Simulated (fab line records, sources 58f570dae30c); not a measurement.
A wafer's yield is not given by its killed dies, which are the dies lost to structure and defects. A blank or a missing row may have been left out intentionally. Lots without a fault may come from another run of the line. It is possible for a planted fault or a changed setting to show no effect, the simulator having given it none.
Which tool is to blame? :: flow berkeley_cmos170 :: Sampling: 7 lots, 21 wafers, 2 of 331 route steps

## WHAT EACH GAUGE READ, for each wafer
UCB170_PVT_TW_MEAS_09.
lot: L664
measured: day 7 03:05
on: film_metro-02
PVT_TW: 512 511 510

lot: L665
measured: day 7 03:34
on: film_metro-03
PVT_TW: 500 504 503

lot: L667
measured: day 7 18:11
on: film_metro-02
PVT_TW: 513 510 510

lot: L670
measured: day 8 13:39
on: film_metro-01
PVT_TW: 502 501 500

lot: L675
measured: day 9 13:11
on: film_metro-01
PVT_TW: 480 478 478

lot: L679
measured: day 11 02:28
on: film_metro-03
PVT_TW: 503 505 504

lot: L681
measured: day 11 14:37
on: film_metro-03
PVT_TW: 505 504 504

## WHAT TOOL EACH LOT RAN ON (gives the tool, then ch and the chambers of the sampled wafers, and finally the start)
lot: L664
UCB170_PVT_IMPLANT_07: implanter-03 ch 0, day 7 02:52

lot: L665
UCB170_PVT_IMPLANT_07: implanter-01 ch 0, day 7 03:19

lot: L667
UCB170_PVT_IMPLANT_07: implanter-03 ch 0, day 7 17:56

lot: L670
UCB170_PVT_IMPLANT_07: implanter-02 ch 0, day 8 13:24

lot: L675
UCB170_PVT_IMPLANT_07: implanter-01 ch 0, day 9 12:56

lot: L679
UCB170_PVT_IMPLANT_07: implanter-02 ch 0, day 11 02:13

lot: L681
UCB170_PVT_IMPLANT_07: implanter-02 ch 0, day 11 14:23
- UCB170_PVT_IMPLANT_07

## THE ANSWER, worked out from the rows above alone
Rule: what is usual is taken from the lots themselves. The widest of any qualifying gaps counts: lots, ordered by their means at a reading, are off when they make up no more than a third of the lots, leave a main group of 4 or more, and stand apart from it by 3 or more times the standard deviation of that group's means. A main group whose means are all the same, to the digits that the tables above print for the reading, isn't used. Also off: a lot with no number at a reading for which 4 or more lots have one. The other lots that the step has rows for count as sound.
Off: L675, seen at UCB170_PVT_TW_MEAS_09 (PVT_TW). The main group: mean 506, standard deviation 4.
A tool fits if, at a process step before that reading, it ran every lot that is off, and no sound lot after the first of them. The gauges at UCB170_PVT_TW_MEAS_09 are tried like those tools. Can't be told from this: 2 tools fit, implanter-01 at UCB170_PVT_IMPLANT_07, film_metro-01 at UCB170_PVT_TW_MEAS_09.

## WHAT THE SIMULATOR PUT IN
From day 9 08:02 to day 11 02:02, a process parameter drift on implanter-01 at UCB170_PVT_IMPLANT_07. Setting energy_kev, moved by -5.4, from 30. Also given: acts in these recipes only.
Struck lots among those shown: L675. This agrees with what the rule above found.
